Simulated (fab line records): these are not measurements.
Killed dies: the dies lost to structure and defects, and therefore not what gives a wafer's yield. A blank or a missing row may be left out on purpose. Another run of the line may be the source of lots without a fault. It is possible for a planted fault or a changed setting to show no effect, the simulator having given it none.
The tool behind it: which one? / flow rit-cmos / 14 lots, 42 wafers sampled, at 2 steps of a route of 202

## WHAT THE GAUGES READ, wafer by wafer
Not one reading of a measure or inspect step in the record can be checked against a usual standard deviation.

## WHAT TOOL EACH LOT RAN ON (gives the tool, then ch and the chambers of the sampled wafers, and finally the start)
lot=L485; RIT_NWELL_IMPLANT_08=implanter-03 ch 0, day 1 22:33; RIT_M1_PROBE_99=-
lot=L486; RIT_NWELL_IMPLANT_08=implanter-03 ch 0, day 2 03:28; RIT_M1_PROBE_99=-
lot=L489; RIT_NWELL_IMPLANT_08=implanter-02 ch 0, day 3 00:25; RIT_M1_PROBE_99=-
lot=L490; RIT_NWELL_IMPLANT_08=implanter-04 ch 0, day 3 00:43; RIT_M1_PROBE_99=-
lot=L491; RIT_NWELL_IMPLANT_08=implanter-02 ch 0, day 3 07:26; RIT_M1_PROBE_99=prober-01, day 4 19:51
lot=L493; RIT_NWELL_IMPLANT_08=implanter-03 ch 0, day 3 14:14; RIT_M1_PROBE_99=-
lot=L495; RIT_NWELL_IMPLANT_08=implanter-03 ch 0, day 3 23:15; RIT_M1_PROBE_99=-
lot=L497; RIT_NWELL_IMPLANT_08=implanter-03 ch 0, day 4 09:54; RIT_M1_PROBE_99=prober-01, day 5 22:18
lot=L498; RIT_NWELL_IMPLANT_08=implanter-04 ch 0, day 4 14:29; RIT_M1_PROBE_99=prober-02, day 6 03:26
lot=L499; RIT_NWELL_IMPLANT_08=implanter-03 ch 0, day 4 18:56; RIT_M1_PROBE_99=-
lot=L501; RIT_NWELL_IMPLANT_08=implanter-02 ch 0, day 5 05:41; RIT_M1_PROBE_99=-
lot=L503; RIT_NWELL_IMPLANT_08=implanter-04 ch 0, day 5 16:13; RIT_M1_PROBE_99=-
lot=L506; RIT_NWELL_IMPLANT_08=implanter-04 ch 0, day 6 05:32; RIT_M1_PROBE_99=-
lot=L507; RIT_NWELL_IMPLANT_08=implanter-04 ch 0, day 6 11:38; RIT_M1_PROBE_99=-
- RIT_NWELL_IMPLANT_08
- RIT_M1_PROBE_99

## AS READ BY THE TOOLS THEMSELVES (means over the sampled wafers that have a number; for cases with no such wafer, the mark the record gives instead)
RIT_NWELL_IMPLANT_08.
lot=L485; tool=implanter-03; beam-energy-keV=170.05; tilt-deg (degrees)=7.014
lot=L486; tool=implanter-03; beam-energy-keV=169.98; tilt-deg (degrees)=7.004
lot=L489; tool=implanter-02; beam-energy-keV=169.97; tilt-deg (degrees)=6.993
lot=L490; tool=implanter-04; beam-energy-keV=170.00; tilt-deg (degrees)=7.023
lot=L491; tool=implanter-02; beam-energy-keV=169.98; tilt-deg (degrees)=6.980
lot=L493; tool=implanter-03; beam-energy-keV=169.96; tilt-deg (degrees)=7.004
lot=L495; tool=implanter-03; beam-energy-keV=170.03; tilt-deg (degrees)=6.998
lot=L497; tool=implanter-03; beam-energy-keV=170.03; tilt-deg (degrees)=6.991
lot=L498; tool=implanter-04; beam-energy-keV=169.97; tilt-deg (degrees)=6.983
lot=L499; tool=implanter-03; beam-energy-keV=170.00; tilt-deg (degrees)=7.004
lot=L501; tool=implanter-02; beam-energy-keV=169.98; tilt-deg (degrees)=7.018
lot=L503; tool=implanter-04; beam-energy-keV=170.10; tilt-deg (degrees)=6.985
lot=L506; tool=implanter-04; beam-energy-keV=182.35; tilt-deg (degrees)=6.964
lot=L507; tool=implanter-04; beam-energy-keV=182.35; tilt-deg (degrees)=7.003

RIT_M1_PROBE_99.
lot=L491 tool=prober-01 killed_at_M0_to_M3=0.0 killed-at-contacts=0.3 killed-at-front-end=5 killed-dies=5 killed-open=4.0 killed-short=1.0
lot=L497 tool=prober-01 killed_at_M0_to_M3=0.0 killed-at-contacts=0.0 killed-at-front-end=10 killed-dies=10 killed-open=4.0 killed-short=5.7
lot=L498 tool=prober-02 killed_at_M0_to_M3=0.0 killed-at-contacts=0.7 killed-at-front-end=7 killed-dies=8 killed-open=4.0 killed-short=4.0

## THE ANSWER, worked out from the rows above alone
Rule: usual is defined by the lots themselves. The widest of any qualifying gaps counts: lots, ordered by their means at a reading, are off when they make up no more than a third of the lots, leave a main group of 4 or more, and stand apart from it by 3 or more times the standard deviation of that group's means. The tables above print the reading to a certain number of digits; a main group whose means all agree to those digits is not used. Also off: a lot with no number at a reading for which 4 or more lots have one. Any other lot the step has rows for is counted as sound. Order of review: gauges by route order, followed by the tools' own readings, for which a lot's mean as printed above is used. At the first step where some lot is off, the reading lying furthest off is the one used; lots without a number count as furthest.
Off: L506, L507, at RIT_NWELL_IMPLANT_08 (beam-energy-keV). Mean 170.00 and standard deviation 0.039 in the main group.
A tool fits if, at that step or a process step before it, it ran every lot that is off, and no sound lot after the first of them. One fits: implanter-04 at RIT_NWELL_IMPLANT_08. Its last sound lot is L503 (day 5 16:13), its first lot that is off L506 (day 6 05:32): a fault that began between those two fits.
The tool's own readings at RIT_NWELL_IMPLANT_08 bear it out: on the lots that are off they differ by more than 5 times the standard deviation of the sound lots' means. beam-energy-keV reads 182.35 there against 170.00 on the sound lots.

## WHAT THE SIMULATOR PUT IN
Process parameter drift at RIT_NWELL_IMPLANT_08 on implanter-04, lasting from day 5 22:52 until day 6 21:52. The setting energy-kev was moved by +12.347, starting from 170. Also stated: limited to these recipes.
Shown lots that were struck: L506, L507. This agrees with what the rule above found.
